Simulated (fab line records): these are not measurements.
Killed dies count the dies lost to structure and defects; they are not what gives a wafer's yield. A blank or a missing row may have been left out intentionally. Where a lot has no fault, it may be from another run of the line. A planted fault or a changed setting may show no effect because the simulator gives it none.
Lot-split experiment | flow rit_cmos | route with 202 steps; 4 lots, 16 wafers read

== THE SPLIT ITSELF ==
At RIT_GATE_EXPOSE_13 (exposes mask M6, target cd 150 nm), the setting dose_mj was moved away from the recipe's 380 on 5 of the 16 wafers read, by +3.3% to +7.0%. The other wafers ran this setting at the recipe's value.

== FROM THE SPLIT TO THE READING: what the file shows between them, 3 steps ==
- RIT_NLDD_IMPLANT_08 (also split here: energy_kev)
- RIT_NLDD_STRIP_09: strips in O2, time 180 s
- RIT_NLDD_TW_MEAS_10

== THE READING ==
etest.ppoly_line.line_ohm_um (the simulator's own value, which no gauge read), at RIT_M1_PROBE_99. No usual value for it is given in the file. Here, 11 wafers ran the recipe; their average is 157.6 with a standard deviation of 6.1.

wafer  | tool, chamber at the split | dose_mj as run | against the recipe | etest.ppoly_line.line_ohm_um | against lot-mates on the recipe
L074.1 | iline_stepper-02, 0        | 380            | recipe             | 158.7                        | -
L074.2 | iline_stepper-02, 0        | 380            | recipe             | 169.1                        | -
L074.3 | iline_stepper-02, 0        | 380            | recipe             | 167.7                        | -
L079.2 | iline_stepper-01, 0        | 380            | recipe             | 152.6                        | -
L079.3 | iline_stepper-01, 0        | 380            | recipe             | 158.7                        | -
L079.4 | iline_stepper-01, 0        | 392.4          | +3.3%              | 194.3                        | +38.7
L079.5 | iline_stepper-01, 0        | 392.4          | +3.3%              | 184                          | +28.4
L079.6 | iline_stepper-01, 0        | 392.4          | +3.3%              | 183.2                        | +27.6
L084.1 | iline_stepper-02, 0        | 380            | recipe             | 150.9                        | -
L084.2 | iline_stepper-02, 0        | 406.6          | +7.0%              | 238.4                        | +83.8
L084.3 | iline_stepper-02, 0        | 380            | recipe             | 161.3                        | -
L084.5 | iline_stepper-02, 0        | 406.6          | +7.0%              | 249.9                        | +95.3
L084.6 | iline_stepper-02, 0        | 380            | recipe             | 151.6                        | -
L085.2 | iline_stepper-01, 0        | 380            | recipe             | 158.6                        | -
L085.4 | iline_stepper-01, 0        | 380            | recipe             | 151.4                        | -
L085.5 | iline_stepper-01, 0        | 380            | recipe             | 153.1                        | -

THE FIT
A straight line over all 16 wafers: etest.ppoly_line.line_ohm_um changes by +11.8 for each +1% of dose_mj; r = +0.97; the points scatter about the line by 7.6.
The same after taking each lot's own level away (the mean of its wafers on the recipe; 16 wafers): +12.2 for each +1%; r = +0.98; scatter 6.2.
Per that fit: largest dose_mj move, reading shift of 86.
The span of the lots' own levels, 154.37 to 165.17, comes to 1.8 times the standard deviation stated above.
Hence the lot-to-lot level has little effect on the slope; both slopes agree.
Check: with one of the wafers moved furthest among these (+7.0%) left out of the fit, the line predicts +84.9 for it against its lot-mates. Against them it came out at +83.8.

== OTHER SPLITS ON THESE WAFERS ==
Other splits were also applied to these wafers ahead of the reading. Each is held against what the fit with the lots' levels taken away leaves over:
other split on the same wafers   | wafers away from the commonest value | r with etest.ppoly_line.line_ohm_um (lot level and that fit taken away)
RIT_ACTIVE_OXIDATION_01 temp_c   | 3                                    | -0.09
RIT_ACTIVE_COAT_06 spin_rpm      | 8                                    | +0.24
RIT_FOX2_OXIDATION_00 temp_c     | 11                                   | -0.04
RIT_FOX2_WET_ETCH_03 time_s      | 11                                   | -0.29
RIT_NWELL_IMPLANT_08 dose_cm2    | 2                                    | +0.06
RIT_PWELL_IMPLANT_08 dose_cm2    | 5                                    | -0.51
RIT_PRETRO_COAT_01 spin_rpm      | 6                                    | -0.20
RIT_PRETRO_IMPLANT_08 energy_kev | 6                                    | -0.07
RIT_GATE_WET_ETCH_00 time_s      | 11                                   | +0.19
RIT_NLDD_IMPLANT_08 energy_kev   | 5                                    | -0.31

== THE WHOLE CHAIN: every reading that the file lists as answering this split, in the file's order ==
step            | what it does | reading                                                                        | change (the file's fit)           | r (the file's)
RIT_M1_PROBE_99 |              | etest.pmos_0p15.r_on_ohm_um (the simulator's own value, which no gauge read)   | -126 for each +1% of the setting  | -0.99
RIT_M1_PROBE_99 |              | etest.pmos_turned.r_on_ohm_um (the simulator's own value, which no gauge read) | -131 for each +1% of the setting  | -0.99
RIT_M1_PROBE_99 |              | etest.pmos_0p3.r_on_ohm_um (the simulator's own value, which no gauge read)    | -74.6 for each +1% of the setting | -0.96
RIT_M1_PROBE_99 |              | etest.nmos_0p15.r_on_ohm_um (the simulator's own value, which no gauge read)   | -37.2 for each +1% of the setting | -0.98
RIT_M1_PROBE_99 |              | etest.nmos_0p15.drive_ua_um (the simulator's own value, which no gauge read)   | +26.9 for each +1% of the setting | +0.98
RIT_M1_PROBE_99 |              | etest.pmos_0p15.drive_ua_um (the simulator's own value, which no gauge read)   | +16.6 for each +1% of the setting | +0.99
RIT_M1_PROBE_99 |              | etest.npoly_line.line_ohm_um (the simulator's own value, which no gauge read)  | +12.9 for each +1% of the setting | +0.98
RIT_M1_PROBE_99 |              | etest.ppoly_line.line_ohm_um (the simulator's own value, which no gauge read)  | +12.2 for each +1% of the setting | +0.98

== FILE'S OWN FIT ==
etest.ppoly_line.line_ohm_um changes by +12.2 for each +1% of dose_mj, r = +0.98.
